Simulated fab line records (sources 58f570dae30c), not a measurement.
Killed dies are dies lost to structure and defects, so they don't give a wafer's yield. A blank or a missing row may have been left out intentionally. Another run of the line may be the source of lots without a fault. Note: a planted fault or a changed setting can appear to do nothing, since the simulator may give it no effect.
fab line records | flow berkeleyCmos170
record: lots: 14 wafers: 42 lastDay: 11
route steps=331 shown WELLDRIVE@56 M1@240 V2@296 M3@316
lots untouched by any fault: they come from a run of this same line in which no faults occurred
startH: start of the lot's first displayed wafer, in hours after the record's first day | waitH: time in hours since the lot's previous step | " unchanged from the row above | L1.1+2: a single row standing in for several wafers | - no value, or no start was given | * or withheld: withheld | < > ~ a bound
route shown NAME@n: names a module that has steps shown in the file, with the first one's number in the route | usual: average and standard deviation across the fault-free wafers | same: alike in all rows | chamber/n: place in a boat | sites: each site's reading | _std_site: their standard deviation | _edge_site: outer sites' mean less inner sites' | radiusMm: how far each site lies from the wafer's centre | mask NAME#n: copy n | behind: the last tool/chamber to shape the wafer | hold: what put the lot on hold/how long, in hours/how the hold closed | device: whichever transistor did not switch (one of n, p or np) | end of line: tests of these same wafers at the route's end | for a step that has no rows: nothing shown but its recipe | killed: count of dies lost to structure and defects at first sort (not the wafer's yield) | map: dies across one wafer; x = killed, . = not, _ = none there
set.NAME: the setting that was run; set.NAME@STEP: the one run at that earlier step | model.NAME: the simulator's own value behind a step, which no gauge read
steps of the route over a sample of lots; a table a step, a row a wafer
services: a tool's chamber out of use, with start hour (startH, from the record's first day; less than 0 if before it), hours out, and reason
== steps ==
step: UCB170_WELLDRIVE_OXIDATION_01
recipe: tempC: 1100 ambient: O2 targetThkA: 1990 oxTimeS: 9000
usual: spikeTcCentreC: 1103.1/1.2 spikeTcLoadC: 1128/3.7 spikeTcSourceC: 1123.8/2.8 zonePowerCentrePct: 49/5.2
columns lot.wafer tool chamber startH waitH spikeTcCentreC spikeTcLoadC spikeTcSourceC zonePowerCentrePct
L869.2 furnace-03 0 64.86 1.4 1103.9 1126 1127.3 44
L869.3 " 0 " " 1101.8 1126 1126.4 44
L869.4 " 0 " " 1104.6 1126 1127.9 43
L870.1 furnace-03 0 64.86 1.4 1103.6 1125 1125.6 43
L870.3 " 0 " " 1104.8 1123 1125.8 45
L870.6 " 0 " " 1102.9 1126 1126.2 44
L873.2 furnace-04 0 81.21 1.8 1101.1 1131 1122.7 54
L873.3 " 0 " " 1103.0 1131 1122.5 53
L873.6 " 0 " " 1103.4 1133 1122.2 54
L879.1 furnace-03 0 110.57 4.7 1088.2 1108 1109.6 44
L879.4 " 0 " " 1088.5 1107 1110.8 42
L879.6 " 0 " " 1086.8 1107 1110.1 43
L880.1 furnace-03 0 110.57 0.2 1089.4 1108 1110.2 44
L880.4 " 0 " " 1089.1 1109 1109.8 43
L880.5 " 0 " " 1088.3 1109 1111.4 43
L882.1 furnace-04 0 131.48 1.1 1103.5 1133 1122.9 53
L882.2 " 0 " " 1101.8 1132 1122.3 55
L882.5 " 0 " " 1101.7 1130 1122.6 53
L883.1 furnace-04 0 131.48 0.3 1100.8 1132 1123.4 53
L883.2 " 0 " " 1102.3 1131 1122.7 54
L883.6 " 0 " " 1102.2 1133 1123.8 54
L885.1 furnace-04 0 138.00 2.2 1102.2 1133 1124.5 53
L885.5 " 0 " " 1103.6 1134 1121.3 54
L885.6 " 0 " " 1103.0 1131 1122.6 54
L886.2 furnace-04 0 138.00 2.2 1104.3 1130 1121.0 53
L886.3 " 0 " " 1101.0 1131 1121.1 54
L886.5 " 0 " " 1103.2 1131 1122.9 54
L884.1 furnace-04 0 144.00 3.0 1102.0 1132 1119.8 54
L884.3 " 0 " " 1104.3 1130 1122.0 54
L884.4 " 0 " " 1102.4 1132 1121.8 55
L887.4 furnace-02 0 150.31 0.9 1101.7 1130 1120.0 54
L887.5 " 0 " " 1102.1 1130 1119.7 54
L887.6 " 0 " " 1102.3 1129 1118.2 54
L888.1 furnace-02 0 156.31 0.1 1100.8 1131 1117.4 54
L888.2 " 0 " " 1102.1 1131 1119.1 54
L888.4 " 0 " " 1101.0 1128 1118.1 55
L889.3 furnace-02 0 156.31 0.1 1102.5 1130 1118.5 54
L889.4 " 0 " " 1102.0 1130 1120.4 53
L889.6 " 0 " " 1103.0 1130 1119.3 54
L891.4 furnace-04 0 156.85 0.5 1103.3 1132 1122.5 55
L891.5 " 0 " " 1101.6 1131 1122.8 54
L891.6 " 0 " " 1105.1 1130 1121.3 55
step: UCB170_WELLDRIVE_THK_MEAS_02
recipe: reads: SiO2_of_WELLDRIVE_OXIDATION_01
usual: WELLDRIVE_OXIDE_THK: 197/3.6
columns lot.wafer tool chamber startH waitH hold WELLDRIVE_OXIDE_THK[nm]
L870.1 filmMetro-01 - 68.36 0.0 - 198
L870.3 " - " " - 199
L870.6 " - " " - 197
L869.2 filmMetro-04 - 68.37 0.0 - 196
L869.3 " - " " - 196
L869.4 " - " " - 193
L873.2 filmMetro-04 - 84.72 0.0 - 196
L873.3 " - " " - 194
L873.6 " - " " - 194
L879.1 filmMetro-01 - 114.07 0.0 awaitDispo/0.2h/release 180
L879.4 " - " " awaitDispo/0.2h/release 177
L879.6 " - " " awaitDispo/0.2h/release 182
L879.1 filmMetro-01 - 114.29 0.2 - 180
L879.4 " - " " - 178
L879.6 " - " " - 181
L880.1 filmMetro-04 - 114.07 0.0 awaitDispo/0.2h/release 178
L880.4 " - " " awaitDispo/0.2h/release 178
L880.5 " - " " awaitDispo/0.2h/release 178
L880.1 filmMetro-04 - 114.29 0.2 - 178
L880.4 " - " " - 178
L880.5 " - " " - 178
L882.1 filmMetro-04 - 134.98 0.0 - 195
L882.2 " - " " - 200
L882.5 " - " " - 199
L883.1 filmMetro-03 - 134.98 0.0 - 196
L883.2 " - " " - 197
L883.6 " - " " - 195
L885.1 filmMetro-03 - 141.50 0.0 - 194
L885.5 " - " " - 194
L885.6 " - " " - 196
L886.2 filmMetro-04 - 141.51 0.0 - 198
L886.3 " - " " - 197
L886.5 " - " " - 194
L884.1 filmMetro-01 - 147.50 0.0 - 198
L884.3 " - " " - 200
L884.4 " - " " - 200
L887.4 filmMetro-01 - 153.84 0.0 - 199
L887.5 " - " " - 201
L887.6 " - " " - 201
L888.1 filmMetro-01 - 159.81 0.0 - 195
L888.2 " - " " - 200
L888.4 " - " " - 198
L889.3 filmMetro-04 - 159.83 0.0 - 199
L889.4 " - " " - 200
L889.6 " - " " - 202
L891.4 filmMetro-04 - 160.38 0.0 - 199
L891.5 " - " " - 203
L891.6 " - " " - 199
step: UCB170_M1_THK_MEAS_02
recipe: thkMeasGauge: xrf reads: Al_of_M1_SPUTTER_00
usual: M1_AL_THK: 587/6.6
columns lot.wafer tool chamber startH waitH M1_AL_THK[nm]
L870.1 filmMetro-01 - 162.45 0.1 599
L870.3 " - " " 596
L870.6 " - " " 591
L869.2 filmMetro-02 - 162.63 0.1 576
L869.3 " - " " 580
L869.4 " - " " 577
L873.2 filmMetro-01 - 171.50 0.1 586
L873.3 " - " " 581
L873.6 " - " " 581
L879.1 filmMetro-02 - 197.19 0.1 589
L879.4 " - " " 588
L879.6 " - " " 591
L880.1 filmMetro-04 - 197.70 0.1 598
L880.4 " - " " 598
L880.5 " - " " 597
L882.1 filmMetro-01 - 214.30 0.1 577
L882.2 " - " " 578
L882.5 " - " " 580
L883.1 filmMetro-02 - 214.49 0.1 590
L883.2 " - " " 593
L883.6 " - " " 594
L885.1 filmMetro-02 - 220.04 0.1 591
L885.5 " - " " 591
L885.6 " - " " 592
L886.2 filmMetro-02 - 220.79 0.1 584
L886.3 " - " " 586
L886.5 " - " " 585
L884.1 filmMetro-02 - 222.16 0.1 588
L884.3 " - " " 578
L884.4 " - " " 588
L887.4 filmMetro-02 - 239.91 0.1 590
L887.5 " - " " 589
L887.6 " - " " 589
L888.1 filmMetro-01 - 247.12 0.1 593
L888.2 " - " " 592
L888.4 " - " " 593
L889.3 filmMetro-04 - 247.31 0.1 586
L889.4 " - " " 592
L889.6 " - " " 595
L891.4 filmMetro-02 - 247.74 0.1 594
L891.5 " - " " 594
L891.6 " - " " 591
step: UCB170_V2_THK_MEAS_04
recipe: reads: SiO2_of_V2_CVD_00
usual: V2_POLISHED_THK: 999.6/1.1
columns lot.wafer tool chamber startH waitH V2_POLISHED_THK[nm]
L870.1 filmMetro-01 - 173.82 0.1 998.9
L870.3 " - " " 1000.2
L870.6 " - " " 999.4
L869.2 filmMetro-03 - 174.39 0.1 999.4
L869.3 " - " " 999.5
L869.4 " - " " 999.2
L873.2 filmMetro-01 - 186.15 0.1 999.4
L873.3 " - " " 999.8
L873.6 " - " " 1000.3
L879.1 filmMetro-01 - 209.59 0.1 1000.2
L879.4 " - " " 1000.4
L879.6 " - " " 999.6
L880.1 filmMetro-03 - 210.14 0.1 999.1
L880.4 " - " " 999.3
L880.5 " - " " 1002.7
L883.1 filmMetro-01 - 226.64 0.1 999.5
L883.2 " - " " 998.5
L883.6 " - " " 998.7
L882.1 filmMetro-01 - 227.24 0.1 1001.0
L882.2 " - " " 999.4
L882.5 " - " " 1001.0
L885.1 filmMetro-01 - 233.55 0.1 997.8
L885.5 " - " " 999.0
L885.6 " - " " 998.9
L884.1 filmMetro-03 - 234.32 0.1 998.3
L884.3 " - " " 999.1
L884.4 " - " " 998.5
L886.2 filmMetro-04 - 234.63 0.1 999.6
L886.3 " - " " 997.8
L886.5 " - " " 997.6
L887.4 filmMetro-01 - 251.98 0.1 998.9
L887.5 " - " " 1000.3
L887.6 " - " " 998.9
L888.1 filmMetro-03 - 261.12 0.1 1000.2
L888.2 " - " " 998.6
L888.4 " - " " 1000.7
L891.4 filmMetro-04 - 261.75 0.1 996.8
L891.5 " - " " 997.8
L891.6 " - " " 998.9
L889.3 filmMetro-03 - 261.86 0.1 999.3
L889.4 " - " " 998.9
L889.6 " - " " 1000.1
step: UCB170_M3_STRIP_07
recipe: chemistry: O2 powerW: 400 pressureMtorr: 3500 platenTempC: withheld o2FlowSccm: 400 overashFraction: 0.5
usual: drypumpMotorCurrentA: 5.8/0.54 o2FlowSccm: 400.0/1.2 oesProductAu: 0.736/0.0046 stripTimeToEndpointS: 21.96/0.067
columns lot.wafer tool chamber startH waitH drypumpMotorCurrentA o2FlowSccm oesProductAu rfHoursCounterH stripTimeToEndpointS
L870.1 plasmaAsher-02 0 177.94 0.2 6.4 400.0 0.733 7 21.93
L870.3 " 1 " " 5.5 398.3 0.738 - 21.96
L870.6 " 0 " " 6.4 401.1 0.739 - 22.00
L869.2 plasmaAsher-02 0 178.10 0.1 6.3 400.2 0.737 7 21.90
L869.3 " 0 " " 6.3 399.9 0.733 - 21.88
L869.4 " 1 " " 5.5 398.6 0.732 - 21.94
L873.2 plasmaAsher-04 1 189.62 0.1 6.7 401.0 0.736 42 22.01
L873.3 " 0 " " 6.1 401.6 0.728 - 22.03
L873.6 " 1 " " 6.6 402.0 0.735 - 22.05
L879.1 plasmaAsher-04 0 213.04 0.1 6.1 400.2 0.732 44 21.89
L879.4 " 0 " " 6.0 402.5 0.734 - 21.90
L879.6 " 1 " " 6.6 399.8 0.730 - 21.94
L880.1 plasmaAsher-02 1 213.67 0.1 5.5 401.8 0.740 13 21.90
L880.4 " 1 " " 5.5 400.9 0.736 - 21.93
L880.5 " 0 " " 6.4 401.0 0.736 - 21.94
L883.1 plasmaAsher-03 0 229.77 0.1 5.1 399.8 0.735 50 22.00
L883.2 " 1 " " 5.4 400.7 0.734 50 21.94
L883.6 " 0 " " 5.1 398.6 0.741 - 22.04
L882.1 plasmaAsher-02 0 231.12 0.1 6.4 398.9 0.732 15 22.03
L882.2 " 1 " " 5.5 398.4 0.735 15 22.05
L882.5 " 1 " " 5.5 400.0 0.734 - 21.98
L885.1 plasmaAsher-03 0 236.39 0.1 5.1 400.0 0.741 51 21.98
L885.5 " 0 " " 5.1 399.1 0.738 - 21.92
L885.6 " 1 " " 5.4 400.6 0.738 - 21.98
L884.1 plasmaAsher-02 1 237.34 0.1 5.5 399.9 0.737 16 21.92
L884.3 " 1 " " 5.5 400.0 0.731 - 21.99
L884.4 " 0 " " 6.4 399.9 0.735 - 21.97
L886.2 plasmaAsher-03 0 238.07 0.1 5.1 399.6 0.733 51 21.95
L886.3 " 0 " " 5.1 401.9 0.733 - 21.93
L886.5 " 1 " " 5.4 399.5 0.734 - 21.97
L887.4 plasmaAsher-02 1 254.56 0.1 5.5 398.8 0.738 - 22.11
L887.5 " 0 " " 6.4 397.5 0.748 - 22.14
L887.6 " 1 " " 5.5 398.9 0.735 - 22.14
L888.1 plasmaAsher-03 0 265.34 0.1 5.1 400.1 0.743 54 22.00
L888.2 " 1 " " 5.4 398.4 0.736 54 21.94
L888.4 " 0 " " 5.1 400.6 0.742 - 22.00
L891.4 plasmaAsher-02 1 266.54 0.1 5.5 401.1 0.736 - 21.91
L891.5 " 1 " " 5.5 401.2 0.729 - 21.90
L891.6 " 0 " " 6.4 398.9 0.737 - 21.85
L889.3 plasmaAsher-04 0 266.91 0.1 6.1 400.9 0.736 - 22.08
L889.4 " 1 " " 6.6 399.5 0.732 - 22.08
L889.6 " 0 " " 6.1 400.8 0.732 - 22.10
== services ==
columns tool chamber startH hours kind
furnace-02 - 61.07 3.3 pm
furnace-04 - 75.76 4.2 pm
furnace-03 - 80.88 3.9 pm
furnace-04 - 87.39 34.0 pm
plasmaAsher-02 - 108.75 9.0 pm
plasmaAsher-02 0 108.75 9.0 ventCycle
plasmaAsher-02 1 108.75 9.0 ventCycle
furnace-02 - 109.38 4.3 pm
plasmaAsher-02 0 117.75 - clean
plasmaAsher-02 1 117.75 - clean
plasmaAsher-02 - 126.81 1.4 repair
plasmaAsher-03 - 165.06 2.8 pm
plasmaAsher-03 - 176.56 14.6 pm
furnace-02 - 183.19 5.7 repair
furnace-03 - 188.84 3.1 pm
furnace-02 - 211.50 6.0 repair
plasmaAsher-03 - 219.76 1.7 repair
furnace-04 - 243.62 3.6 pm
plasmaAsher-04 - 255.09 1.0 repair
== key ==
firstSign: step: UCB170_WELLDRIVE_OXIDATION_01 reading: spikeTcCentreC direction: down sigmas: 12 usual: 1103.1 struck: 1088.4
effect: step: UCB170_WELLDRIVE_OXIDATION_01 reading: spikeTcLoadC direction: down sigmas: 5.5 usual: 1128 struck: 1108
effect: step: UCB170_WELLDRIVE_THK_MEAS_02 reading: visit direction: added
effect: step: UCB170_WELLDRIVE_THK_MEAS_02 reading: WELLDRIVE_OXIDE_THK direction: down sigmas: 5.2 usual: 197 struck: 179
metAt UCB170_WELLDRIVE_OXIDATION_01
struckLots L879,L880
testerLeftOut L879,L880
notActingAt UCB170_M1_THK_MEAS_02,UCB170_V2_THK_MEAS_04,UCB170_M3_STRIP_07
onsetBetween 64.86 110.57
fault: kind: processParameterDrift tool: furnace-03 chamber: - onsetH: 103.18 steps: UCB170_WELLDRIVE_OXIDATION_01 channel: tempC offset: * shape: step endH: 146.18 actsIn: * stated: *
testerLeftOut: of these lots the tester's yield and bins aren't shown, on N5 and GAA mostly nor the transistor test; their killed dies are dies lost to structure and defects alone, not to doping, threshold or leakage, so they don't give the yield
